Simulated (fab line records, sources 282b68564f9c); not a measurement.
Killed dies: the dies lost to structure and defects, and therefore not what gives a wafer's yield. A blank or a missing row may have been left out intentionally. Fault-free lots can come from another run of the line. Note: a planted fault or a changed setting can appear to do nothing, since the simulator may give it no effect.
Which of the tools did it? + flow rit_cmos + Sampling: 15 lots, 45 wafers, 2 of 202 route steps

WHAT EACH GAUGE READ, for each wafer
The record lacks any reading of a measuring or inspecting step that a usual standard deviation could be used to judge.

WHICH TOOL RAN EACH LOT (tool, then ch and the chambers of the sampled wafers, then the start)
| lot  | RIT_CONTACT_STRIP_12                | RIT_M1_PROBE_99        |
|------|-------------------------------------|------------------------|
| L821 | plasma_asher-04 ch 0,1, day 3 11:14 | -                      |
| L824 | plasma_asher-02 ch 1, day 4 03:08   | prober-01, day 4 07:47 |
| L825 | plasma_asher-03 ch 0,1, day 4 07:15 | -                      |
| L826 | plasma_asher-02 ch 0,1, day 4 11:53 | prober-01, day 4 16:59 |
| L827 | plasma_asher-04 ch 0, day 4 15:42   | -                      |
| L828 | plasma_asher-04 ch 0,1, day 5 00:43 | -                      |
| L829 | plasma_asher-02 ch 0,1, day 5 08:24 | -                      |
| L830 | plasma_asher-03 ch 0,1, day 5 11:18 | prober-01, day 5 16:19 |
| L831 | plasma_asher-04 ch 0,1, day 5 13:36 | prober-02, day 5 18:38 |
| L832 | plasma_asher-03 ch 0,1, day 5 20:59 | prober-01, day 6 01:49 |
| L833 | plasma_asher-02 ch 0,1, day 6 00:58 | prober-02, day 6 05:43 |
| L838 | plasma_asher-02 ch 0,1, day 7 03:47 | prober-01, day 7 08:37 |
| L839 | plasma_asher-02 ch 0,1, day 7 05:50 | prober-02, day 7 10:44 |
| L840 | plasma_asher-03 ch 0,1, day 7 13:22 | -                      |
| L842 | plasma_asher-02 ch 0,1, day 8 01:11 | prober-01, day 8 06:17 |
- RIT_CONTACT_STRIP_12: strips in O2, time 180 s.
- RIT_M1_PROBE_99

AS READ BY THE TOOLS THEMSELVES (means over the sampled wafers that have a number; for cases with no such wafer, the mark the record gives instead)
RIT_CONTACT_STRIP_12. Usual: drypump_motor_current_A reads 5.6 A (standard deviation 0.41).
| lot  | tool            | drypump_motor_current_A (A) | flag |
|------|-----------------|-----------------------------|------|
| L821 | plasma_asher-04 | 5.8                         |      |
| L824 | plasma_asher-02 | 5.3                         |      |
| L825 | plasma_asher-03 | 5.3                         |      |
| L826 | plasma_asher-02 | 5.9                         |      |
| L827 | plasma_asher-04 | 5.3                         |      |
| L828 | plasma_asher-04 | 5.6                         |      |
| L829 | plasma_asher-02 | 5.5                         |      |
| L830 | plasma_asher-03 | 5.2                         |      |
| L831 | plasma_asher-04 | 5.8                         |      |
| L832 | plasma_asher-03 | 5.2                         |      |
| L833 | plasma_asher-02 | 5.6                         |      |
| L838 | plasma_asher-02 | 5.6                         |      |
| L839 | plasma_asher-02 | 5.6                         |      |
| L840 | plasma_asher-03 | 5.2                         |      |
| L842 | plasma_asher-02 | 5.9                         |      |

RIT_M1_PROBE_99. Usual: value, then standard deviation, for each; killed_at_M0_to_M3 0.0 / 0.18; killed_at_contacts 0.1 / 0.32; killed_at_front_end 7 / 3; killed_dies 7 / 3.1; killed_on_rim 1.9 / 1.5; killed_open 3.3 / 1.8; killed_short 3.6 / 2.
| lot  | tool      | killed_at_M0_to_M3 | killed_at_contacts | killed_at_front_end | killed_dies | killed_on_rim | killed_open | killed_short | flag |
|------|-----------|--------------------|--------------------|---------------------|-------------|---------------|-------------|--------------|------|
| L824 | prober-01 | 0.0                | 0.0                | 10                  | 10          | 2.3           | 5.0         | 5.3          |      |
| L826 | prober-01 | 0.0                | 0.0                | 4                   | 4           | 1.0           | 0.7         | 3.0          |      |
| L830 | prober-01 | 0.0                | 0.0                | 7                   | 7           | 1.7           | 3.0         | 4.3          |      |
| L831 | prober-02 | 0.0                | 0.3                | 5                   | 5           | 2.3           | 3.3         | 2.0          |      |
| L832 | prober-01 | 0.0                | 0.0                | 9                   | 9           | 3.7           | 5.3         | 3.7          |      |
| L833 | prober-02 | 0.0                | 0.7                | 9                   | 10          | 2.7           | 4.3         | 5.7          |      |
| L838 | prober-01 | 0.0                | 29.3               | 6                   | 35          | 11.0          | 2.3         | 3.7          | OFF  |
| L839 | prober-02 | 0.0                | 27.7               | 4                   | 32          | 9.0           | 1.3         | 3.0          | OFF  |
| L842 | prober-01 | 0.0                | 24.3               | 7                   | 31          | 10.0          | 3.3         | 3.3          | OFF  |

THE ANSWER, worked out from the rows above alone
Rule: lot off if the mean of its wafers having a number is beyond 3 standard deviations from the usual mean. A lot without any number at a reading at which 4 lots or more have one is off too. All remaining lots with rows at the step are treated as sound. The gauges are gone through in route order, then the tools' own readings, and for those a lot's mean is taken as printed above. At the first step where some lot is off, the reading lying furthest off is the one used; lots without a number count as furthest.
Off: L838, L839, L842 (RIT_M1_PROBE_99, killed_at_contacts). Neither off nor sound, because the step has no rows for them: L821, L825, L827, L828, L829, L840.
A tool fits if, at that step or a process step before it, it ran every lot that is off, and no sound lot after the first of them. One fits: plasma_asher-02 at RIT_CONTACT_STRIP_12. A fault onset in the window from L833 (day 6 00:58, its last sound lot) to L838 (day 7 03:47, its first lot off) fits.

WHAT THE SIMULATOR PUT IN
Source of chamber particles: plasma_asher-02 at RIT_CONTACT_STRIP_12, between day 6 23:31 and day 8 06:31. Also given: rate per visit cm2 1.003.
Struck lots among those shown: L838, L839, L842. The rule above reached the same finding.
